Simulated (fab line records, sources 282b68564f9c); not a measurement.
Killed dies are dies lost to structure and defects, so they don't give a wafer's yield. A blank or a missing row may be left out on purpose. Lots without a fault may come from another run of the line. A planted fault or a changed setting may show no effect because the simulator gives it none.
Split-lot experiment | flow rit_cmos | 5 lots, 23 wafers read, on a route of 202 steps

THE SPLIT
At RIT_M1_COAT_04 (resist thk 1300 nm), the setting resist_thk_nm was moved away from the recipe's 1300 nm on 9 of the 23 wafers read, by -4.0% to +4.9%. The other wafers ran this setting at the recipe's value.

FROM THE SPLIT TO THE READING: what the file shows between them, 4 steps
- RIT_M1_SOFTBAKE_05: time 60 s
- RIT_M1_EXPOSE_06: exposes mask M12, target cd 2600 nm
- RIT_M1_PEB_07
- RIT_M1_DEVELOP_08: develop time 69.88 s

THE READING
cd_nm, in nm, at RIT_M1_CD_MEAS_09 (target cd 2600 nm). Fault-free wafers of this fab line usually give 2600.2 nm, standard deviation 1.8 nm.

wafer  | tool, chamber at the split | resist_thk_nm as run, nm | against the recipe | cd_nm, nm | against lot-mates on the recipe
L074.1 | litho_track-02, 0          | 1248                     | -4.0%              | 2592.4    | -6.2
L074.2 | litho_track-02, 0          | 1300                     | recipe             | 2597.7    | -
L074.4 | litho_track-02, 0          | 1300                     | recipe             | 2600.0    | -
L074.5 | litho_track-02, 0          | 1248                     | -4.0%              | 2594.2    | -4.4
L074.6 | litho_track-02, 0          | 1300                     | recipe             | 2598.0    | -
L075.3 | litho_track-02, 0          | 1300                     | recipe             | 2598.7    | -
L075.4 | litho_track-02, 0          | 1300                     | recipe             | 2600.8    | -
L075.5 | litho_track-02, 0          | 1300                     | recipe             | 2602.2    | -
L078.1 | litho_track-02, 0          | 1300                     | recipe             | 2599.9    | -
L078.2 | litho_track-02, 0          | 1300                     | recipe             | 2599.4    | -
L078.3 | litho_track-02, 0          | 1364                     | +4.9%              | 2606.2    | +6.6
L078.4 | litho_track-02, 0          | 1364                     | +4.9%              | 2605.3    | +5.7
L078.5 | litho_track-02, 0          | 1300                     | recipe             | 2599.6    | -
L079.1 | litho_track-01, 0          | 1264                     | -2.8%              | 2599.6    | -1.5
L079.2 | litho_track-01, 0          | 1264                     | -2.8%              | 2597.6    | -3.5
L079.3 | litho_track-01, 0          | 1264                     | -2.8%              | 2595.8    | -5.3
L079.4 | litho_track-01, 0          | 1300                     | recipe             | 2600.8    | -
L079.6 | litho_track-01, 0          | 1300                     | recipe             | 2601.4    | -
L081.1 | litho_track-01, 0          | 1300                     | recipe             | 2598.7    | -
L081.2 | litho_track-01, 0          | 1300                     | recipe             | 2594.9    | -
L081.3 | litho_track-01, 0          | 1343                     | +3.3%              | 2600.7    | +3.3
L081.4 | litho_track-01, 0          | 1343                     | +3.3%              | 2600.3    | +2.9
L081.5 | litho_track-01, 0          | 1300                     | recipe             | 2598.5    | -

THE FIT
A straight line over all 23 wafers: cd_nm changes by +1.06 nm for each +1% of resist_thk_nm; r = +0.80; the points scatter about the line by 1.9 nm.
The same after taking each lot's own level away (the mean of its wafers on the recipe; 23 wafers): +1.21 nm for each +1%; r = +0.93; scatter 1.2 nm.
On that fit, the largest move of resist_thk_nm shifts the reading by 6 nm.
The lots' own levels span 2597.37 to 2601.10 nm, that is 2.1 times the standard deviation above.
So the lot-to-lot level changes the slope: the two fits differ.
Check: with one of the wafers moved furthest among these (+4.9%) left out of the fit, the line predicts +5.62 nm for it against its lot-mates. It came out at +6.57 nm against them.

OTHER SPLITS ON THESE WAFERS
These wafers also went through other splits before the reading. Each is held against what the fit with the lots' levels taken away leaves over:
other split on the same wafers        | wafers away from the commonest value | r with cd_nm (lot level and that fit taken away)
RIT_NSD_COAT_01 resist_thk_nm         | 7                                    | -0.01
RIT_SDANNEAL_CLEAN_00 time_s          | 15                                   | +0.12
RIT_CONTACT_DEVELOP_07 develop_time_s | 8                                    | +0.26
RIT_CONTACT_ETCH_11 rf_w              | 8                                    | +0.02

THE WHOLE CHAIN: every reading that the file lists as answering this split, in the file's order
step                 | what it does                                                          | reading                                                                       | change (the file's fit)              | r (the file's)
RIT_M1_COAT_04       | resist thk 1300 nm                                                    | NOVOLAK_of_M1_COAT_04.thk_nm (the simulator's own value, which no gauge read) | +13.2 nm for each +1% of the setting | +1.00
RIT_M1_CD_MEAS_09    | target cd 2600 nm                                                     | cd_nm                                                                         | +1.21 nm for each +1% of the setting | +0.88
RIT_M1_HARDBAKE_11   | time 120 s                                                            | NOVOLAK_of_M1_COAT_04.thk_nm (the simulator's own value, which no gauge read) | +11.4 nm for each +1% of the setting | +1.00
RIT_M1_METAL_ETCH_12 | etches Al in Cl2/BCl3, stops on SiO2, time 165 s, target depth 600 nm | NOVOLAK_of_M1_COAT_04.thk_nm (the simulator's own value, which no gauge read) | +14.1 nm for each +1% of the setting | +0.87

THE FILE'S OWN FIT
cd_nm changes by +1.21 nm for each +1% of resist_thk_nm, r = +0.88.
